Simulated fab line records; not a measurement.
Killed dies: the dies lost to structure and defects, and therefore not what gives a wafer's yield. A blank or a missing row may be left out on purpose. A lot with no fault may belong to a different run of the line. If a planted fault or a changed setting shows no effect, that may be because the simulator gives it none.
What tool caused it?    flow rit-cmos    42 wafers from 14 lots sampled at 2 of the route's 202 steps

## WHAT THE GAUGES READ, wafer by wafer
The record lacks any reading of a measuring or inspecting step that a usual standard deviation could be used to judge.

## TOOL THAT RAN EACH LOT (tool first, then ch and the chambers of the sampled wafers, then the start)
lot   RIT_GATE_DEVELOP_15               RIT_M1_PROBE_99
L170  litho-track-04 ch 0, day 2 21:00  -
L171  litho-track-02 ch 0, day 3 00:00  -
L173  litho-track-04 ch 0, day 3 15:00  -
L174  litho-track-02 ch 0, day 3 20:00  -
L177  litho-track-02 ch 0, day 4 10:00  -
L181  litho-track-02 ch 0, day 5 04:00  -
L183  litho-track-03 ch 0, day 5 11:00  -
L184  litho-track-02 ch 0, day 5 20:00  -
L185  litho-track-03 ch 0, day 6 00:00  -
L188  litho-track-04 ch 0, day 6 14:00  -
L189  litho-track-03 ch 0, day 6 21:00  prober-01, day 7 18:59
L190  litho-track-02 ch 0, day 7 02:00  prober-02, day 8 00:25
L191  litho-track-03 ch 0, day 7 10:00  prober-01, day 8 07:22
L192  litho-track-04 ch 0, day 7 12:00  -
- RIT_GATE_DEVELOP_15: develop time 50 s.
- RIT_M1_PROBE_99

## WHAT THE TOOLS THEMSELVES READ (means of the sampled wafers that have a number; where no wafer has one, the mark that the record gives instead)
RIT_GATE_DEVELOP_15. Usual: chill-plate-temp-C reads 22.99 C (standard deviation 0.12).
lot   tool            chill-plate-temp-C (C)  flag
L170  litho-track-04  23.02                   
L171  litho-track-02  23.14                   
L173  litho-track-04  23.03                   
L174  litho-track-02  23.05                   
L177  litho-track-02  22.98                   
L181  litho-track-02  23.06                   
L183  litho-track-03  23.00                   
L184  litho-track-02  22.81                   
L185  litho-track-03  22.89                   
L188  litho-track-04  22.93                   
L189  litho-track-03  23.00                   
L190  litho-track-02  23.14                   
L191  litho-track-03  22.89                   
L192  litho-track-04  22.82                   

RIT_M1_PROBE_99. Usual: killed-at-contacts 0.0, standard deviation 0.22; killed-at-front-end 7, standard deviation 3; killed-dies 7, standard deviation 3.1; killed-on-rim 1.8, standard deviation 1.4; killed-open 3.4, standard deviation 2.1; killed-short 3.4, standard deviation 2.
lot   tool       killed-at-contacts  killed-at-front-end  killed-dies  killed-on-rim  killed-open  killed-short  flag
L189  prober-01  0.0                 261                  261          68.0           3.0          4.0           OFF
L190  prober-02  0.0                 12                   12           2.7            5.7          6.0           
L191  prober-01  0.0                 262                  262          68.7           0.7          3.7           OFF

## THE ANSWER, worked out from the rows above alone
Rule: a lot counts as off when the mean over its wafers that have a number is more than 3 standard deviations away from the usual mean. Also off: a lot with no number at a reading for which 4 or more lots have one. The other lots that the step has rows for count as sound. Order of review: gauges by route order, followed by the tools' own readings, for which a lot's mean as printed above is used. At the first step where some lot is off, the reading lying furthest off is the one used; lots without a number count as furthest.
Off, at RIT_M1_PROBE_99 on killed-at-front-end: L189, L191. Neither off nor sound, because the step has no rows for them: L170, L171, L173, L174, L177, L181, L183, L184, L185, L188, L192.
If a tool, at that step or one of the process steps before it, ran each lot that is off and ran no sound lot following the first of them, it fits. Can't be told from this: 2 tools fit, litho-track-03 at RIT_GATE_DEVELOP_15, prober-01 at RIT_M1_PROBE_99.

## WHAT THE SIMULATOR HAD PUT IN
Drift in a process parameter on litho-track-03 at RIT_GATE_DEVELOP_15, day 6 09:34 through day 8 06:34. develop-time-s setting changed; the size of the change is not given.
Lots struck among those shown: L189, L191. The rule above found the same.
